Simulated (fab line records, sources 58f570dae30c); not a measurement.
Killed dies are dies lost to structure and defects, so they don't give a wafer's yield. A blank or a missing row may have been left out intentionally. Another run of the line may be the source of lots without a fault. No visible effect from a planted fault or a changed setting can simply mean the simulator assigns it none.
Chamber matching + flow berkeley-cmos170 + UCB170_M3_ETCH_17 on rie-diel-04: 4 sister chambers
The step etches BARC in N2/H2. 4 wafers are shown with their chamber, then 7 later ones without.

## WAFERS, EACH WITH ITS CHAMBER
| wafer  | chamber | throttle-valve-pct (%) |
|--------|---------|------------------------|
| L918.1 | 2       | 13.47                  |
| L929.5 | 0       | 13.17                  |
| L934.2 | 3       | 13.01                  |
| L934.4 | 1       | 13.38                  |

## WAFERS MISSING THEIR CHAMBER
| wafer  | throttle-valve-pct (%) |
|--------|------------------------|
| L934.6 | 13.38                  |
| L939.3 | 13.18                  |
| L939.5 | 13.46                  |
| L939.6 | 13.38                  |
| L936.2 | 12.99                  |
| L936.4 | 13.38                  |
| L936.5 | 13.01                  |

## WHICH CHAMBER EACH WENT THROUGH
| wafer  | from the rows above | in truth |
|--------|---------------------|----------|
| L934.6 | 1                   | 1        |
| L939.3 | 0                   | 0        |
| L939.5 | 2                   | 2        |
| L939.6 | 1                   | 1        |
| L936.2 | 3                   | 3        |
| L936.4 | 1                   | 1        |
| L936.5 | 3                   | 3        |
Correct placement for 7 of the 7. Left unplaced by these rows: 0. 0 placed wrongly.
How it was worked out, from the rows above alone: a wafer's distance from a chamber is the root of the sum, over the readings, of the square of ((its reading less the chamber's mean) divided by the reading's scatter). The wafer belongs to the nearest chamber; if the next one is less than 2 further off, it can't be placed. For every chamber, the mean is computed from those of its wafers that are shown. The scatter (one wafer shown for each chamber): square how far every hidden wafer sits from the nearest shown wafer, average those squares and take the square root.
